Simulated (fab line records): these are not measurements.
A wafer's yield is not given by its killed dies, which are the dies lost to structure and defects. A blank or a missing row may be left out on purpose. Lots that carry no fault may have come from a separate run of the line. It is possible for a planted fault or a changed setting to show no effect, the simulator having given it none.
Split-lot experiment -- flow berkeleyCmos170 -- 5 lots, 23 wafers read, on a route of 331 steps

== ON THE SPLIT ==
At UCB170_ACTIVE_CVD_05 (deposits Si3N4 from SiH2Cl2/NH3, target thk 220 nm, time 3300 s), the setting tempC was moved away from the recipe's 800 C on 20 of the 23 wafers read, by -2.9% to -1.2%. For the rest of the wafers, this setting stayed at what the recipe calls for.

== FROM THE SPLIT TO THE READING: what the file shows between them, 3 steps ==
- UCB170_ACTIVE_THK_MEAS_06
- UCB170_ACTIVE_HMDS_07: prime time 60 s
- UCB170_ACTIVE_COAT_08: resist thk 900 nm

== THE READING ==
oesProductAu, in a.u., at UCB170_ACTIVE_ETCH_15 (etches Si3N4 in CH3F/Ar/O2, stops on SiO2, target depth 242 nm, time 151 s). A value of 0.941 a.u. with a standard deviation of 0.015 a.u. is what fault-free wafers of this fab line usually give.

wafer,"tool, chamber at the split","tempC as run, C",against the recipe,"oesProductAu, a.u.",against lot-mates on the recipe
L074.1,"-, -",790.1,-1.2%,0.851,no lot-mate on the recipe
L074.2,"-, -",790.1,-1.2%,0.835,no lot-mate on the recipe
L074.3,"-, -",790.1,-1.2%,0.847,no lot-mate on the recipe
L074.4,"-, -",790.1,-1.2%,0.845,no lot-mate on the recipe
L074.6,"-, -",790.1,-1.2%,0.851,no lot-mate on the recipe
L077.1,"-, -",776.9,-2.9%,0.751,no lot-mate on the recipe
L077.2,"-, -",776.9,-2.9%,0.744,no lot-mate on the recipe
L077.3,"-, -",776.9,-2.9%,0.752,no lot-mate on the recipe
L077.4,"-, -",776.9,-2.9%,0.733,no lot-mate on the recipe
L077.5,"-, -",776.9,-2.9%,0.749,no lot-mate on the recipe
L082.1,"-, -",781.5,-2.3%,0.762,no lot-mate on the recipe
L082.2,"-, -",781.5,-2.3%,0.778,no lot-mate on the recipe
L082.3,"-, -",781.5,-2.3%,0.776,no lot-mate on the recipe
L082.5,"-, -",781.5,-2.3%,0.760,no lot-mate on the recipe
L082.6,"-, -",781.5,-2.3%,0.777,no lot-mate on the recipe
L083.1,"-, -",785.9,-1.8%,0.830,no lot-mate on the recipe
L083.2,"-, -",785.9,-1.8%,0.813,no lot-mate on the recipe
L083.3,"-, -",785.9,-1.8%,0.840,no lot-mate on the recipe
L083.5,"-, -",785.9,-1.8%,0.828,no lot-mate on the recipe
L083.6,"-, -",785.9,-1.8%,0.815,no lot-mate on the recipe
L085.2,"lpcvd-01, 0",800,recipe,0.935,-
L085.4,"lpcvd-01, 0",800,recipe,0.910,-
L085.5,"lpcvd-01, 0",800,recipe,0.942,-

THE FIT
A straight line over all 23 wafers: oesProductAu changes by +0.0645 a.u. for each +1% of tempC; r = +0.98; the points scatter about the line by 0.012 a.u.
Too few moved wafers have a lot-mate on the recipe to fit a line with each lot's own level taken away.

== THE WHOLE CHAIN: every reading that the file lists as answering this split, in the file's order ==
step,what it does,reading,change (the file's fit),r (the file's)
UCB170_ACTIVE_CVD_05,"deposits Si3N4 from SiH2Cl2/NH3, target thk 220 nm, time 3300 s","Si3N4_of_ACTIVE_CVD_05.thkNm (the simulator's own value, which no gauge read)",+26.5 nm for each +1% of the setting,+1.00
UCB170_ACTIVE_THK_MEAS_06,,ACTIVE_NITRIDE_THK,+26.5 for each +1% of the setting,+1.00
UCB170_ACTIVE_ETCH_15,"etches Si3N4 in CH3F/Ar/O2, stops on SiO2, target depth 242 nm, time 151 s",oesProductAu,+0.0644 a.u. for each +1% of the setting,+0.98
UCB170_ACTIVE_ETCH_15,"etches Si3N4 in CH3F/Ar/O2, stops on SiO2, target depth 242 nm, time 151 s","etch.depthNm (the simulator's own value, which no gauge read)",+26.7 nm for each +1% of the setting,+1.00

== THE FILE'S OWN FIT ==
oesProductAu changes by +0.0644 a.u. for each +1% of tempC, r = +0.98.
